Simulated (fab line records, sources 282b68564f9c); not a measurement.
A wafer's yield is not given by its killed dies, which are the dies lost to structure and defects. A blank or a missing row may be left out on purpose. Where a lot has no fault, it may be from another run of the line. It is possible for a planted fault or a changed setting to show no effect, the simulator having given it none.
A lot that was struck, set against a sound lot | flow rit_cmos | 44 steps out of a route of 202
Sound: the wafers L382.2, L382.3, L382.5. Wafers L399.1, L399.4, L399.5 were the ones struck. Last of all comes the cause.
Per side, at each step with rows, come the tool, then ch with its chambers, and then its first start. Under that, the readings that differ: sound wafers | struck wafers | difference of the means | sigmas: that difference in standard deviations of wafers without a fault.
alike: a reading whose means differ by less than 2 such deviations, as well as words and numbers matching on both sides. not compared: withheld readings; readings where some wafer has no value; bounds like >300 that might hide an equal value; numbers whose values overlap and for which the record gives no deviation.
The two part at a step that has a row with sigmas, a row that says differs or no value, or rows on one side only. Numbers that have no deviation but don't overlap get no sigmas and don't part them. A reading that every wafer of one side lacks parts them only if that side has two wafers or more.

first, 2 steps without rows for these wafers: RIT_NLDD_HARDBAKE_07 (time 60 s); RIT_NLDD_IMPLANT_08.
RIT_NLDD_STRIP_09: strips in O2, time 180 s.
  sound on plasma_asher-02 ch 1, day 3 09:04; struck on plasma_asher-04 ch 0,1, day 6 20:50
  reading                     | sound          | struck         | difference | sigmas
  drypump_motor_current_A (A) | 5.88 5.83 5.83 | 5.02 5.55 5.02 | -0.65      | -2
  not compared: rf_hours_counter_h
RIT_NLDD_TW_MEAS_10:
  struck on film_metro-03, day 6 21:01; sound on film_metro-03, day 3 09:15
  alike: NLDD_TW
then, 6 steps without rows for these wafers: RIT_PLDD_HMDS_00 (prime time 60 s); RIT_PLDD_COAT_01 (resist thk 1000 nm); RIT_PLDD_SOFTBAKE_02 (time 60 s); RIT_PLDD_EXPOSE_03 (exposes mask M8, target cd 40900 nm); RIT_PLDD_PEB_04; RIT_PLDD_DEVELOP_05 (develop time 50 s).
RIT_PLDD_OVL_MEAS_06:
  struck on overlay-01, day 6 22:02; sound on overlay-02, day 3 10:11
  alike: PLDD_OVL
then, 1 step without rows for these wafers: RIT_PLDD_HARDBAKE_07 (time 60 s).
RIT_PLDD_IMPLANT_08:
  sound on implanter-02 ch 0, day 3 10:23; struck on implanter-03 ch 0, day 6 22:14
  alike: faraday_current_uA
RIT_PLDD_STRIP_09: strips in O2, time 180 s.
  sound on plasma_asher-03 ch 0,1, day 3 10:31; struck on plasma_asher-03 ch 0,1, day 6 22:23
  alike: drypump_motor_current_A
  not compared: rf_hours_counter_h
RIT_PLDD_TW_MEAS_10:
  struck on film_metro-04, day 6 22:33; sound on film_metro-03, day 3 10:42
  alike: PLDD_TW
then, 4 steps without rows for these wafers: RIT_SPACER_CLEAN_00 (cleans in SC1, time 600 s); RIT_SPACER_CLEAN_01 (cleans in dHF, time 30 s); RIT_SPACER_CLEAN_02 (cleans in SC2, time 600 s); RIT_SPACER_CVD_03 (deposits Si3N4 from SiH2Cl2/NH3, target thk 250 nm, time 3300 s).
RIT_SPACER_THK_MEAS_04:
  struck on film_metro-03, day 7 01:27; sound on film_metro-03, day 3 14:01
  alike: SPACER_NITRIDE_THK
RIT_SPACER_ETCHBACK_05: etches Si3N4 in SF6/CHF3, stops on SiO2, target depth 250 nm, time 240 s.
  sound on rie_diel-01 ch 0,1,2, day 3 14:04; struck on rie_diel-03 ch 2,3, day 7 01:31
  alike: drypump_motor_current_A, oes_product_au, throttle_valve_pct
  not compared: rf_hours_counter_h
then, 6 steps without rows for these wafers: RIT_NSD_HMDS_00 (prime time 60 s); RIT_NSD_COAT_01 (resist thk 1000 nm); RIT_NSD_SOFTBAKE_02 (time 60 s); RIT_NSD_EXPOSE_03 (exposes mask M9, target cd 40700 nm); RIT_NSD_PEB_04; RIT_NSD_DEVELOP_05 (develop time 50 s).
RIT_NSD_OVL_MEAS_06:
  struck on overlay-01, day 7 02:31; sound on overlay-02, day 3 15:11
  alike: NSD_OVL
then, 2 steps without rows for these wafers: RIT_NSD_HARDBAKE_07 (time 60 s); RIT_NSD_IMPLANT_08.
RIT_NSD_STRIP_09: strips in O2, time 180 s.
  sound on plasma_asher-02 ch 0,1, day 3 15:31; struck on plasma_asher-02 ch 0,1, day 7 02:50
  alike: drypump_motor_current_A
  not compared: rf_hours_counter_h
RIT_NSD_TW_MEAS_10:
  struck on film_metro-03, day 7 03:01; sound on film_metro-03, day 3 15:42
  alike: NSD_TW
then, 6 steps without rows for these wafers: RIT_PSD_HMDS_00 (prime time 60 s); RIT_PSD_COAT_01 (resist thk 1000 nm); RIT_PSD_SOFTBAKE_02 (time 60 s); RIT_PSD_EXPOSE_03 (exposes mask M10, target cd 40900 nm); RIT_PSD_PEB_04; RIT_PSD_DEVELOP_05 (develop time 50 s).
RIT_PSD_OVL_MEAS_06:
  struck on overlay-01, day 7 04:03; sound on overlay-02, day 3 16:44
  alike: PSD_OVL
then, 2 steps without rows for these wafers: RIT_PSD_HARDBAKE_07 (time 60 s); RIT_PSD_IMPLANT_08.
RIT_PSD_STRIP_09: strips in O2, time 180 s.
  sound on plasma_asher-01 ch 0,1, day 3 17:04; struck on plasma_asher-02 ch 0,1, day 7 04:28
  alike: drypump_motor_current_A
  not compared: rf_hours_counter_h
RIT_SDANNEAL_RS_MEAS_06: uses a four-point probe to measure.
  struck on film_metro-03, day 7 05:35; sound on film_metro-03, day 3 18:01
  reading          | sound             | struck            | difference | sigmas
  PLDD_RS (ohm/sq) | 178.2 178.4 178.5 | 185.7 185.2 185.9 | +7.2       | +13
RIT_M1_PROBE_99:
  struck on prober-01, day 7 12:59; sound on prober-02, day 4 01:28
  reading                                           | sound                    | struck                  | difference | sigmas
  model.etest.pldd.rs_ohm_sq_range                  | 13.76 8.465 16.11        | 127.5 125.4 129         | +114.5     |
  model.etest.pldd.rs_ohm_sq_rim_less_centre        | 10.15 -0.5322 12.18      | 31.57 28.59 36.39       | +24.92     |
  model.etest.pmos_0p15.drive_ua_um_range           | 6.497 3.523 5.985        | 17.8 18.79 19.6         | +13.4      |
  model.etest.pmos_0p15.drive_ua_um_rim_less_centre | -1.393 -0.5417 -1.797    | -5.828 -2.1 -4.289      | -2.828     |
  model.etest.pmos_0p15.vt_v_range                  | 0.00739 0.004993 0.00724 | 0.01948 0.02145 0.01993 | +0.01375   |
  alike: killed_at_contacts, killed_at_front_end, killed_dies, killed_open, killed_short

== WHERE THEY PART ==
Last at RIT_SDANNEAL_RS_MEAS_06 as far as this record goes, first at RIT_NLDD_STRIP_09. Later steps at which nothing parts them and some readings are alike: RIT_M1_PROBE_99.

WHY: what the simulator had put in
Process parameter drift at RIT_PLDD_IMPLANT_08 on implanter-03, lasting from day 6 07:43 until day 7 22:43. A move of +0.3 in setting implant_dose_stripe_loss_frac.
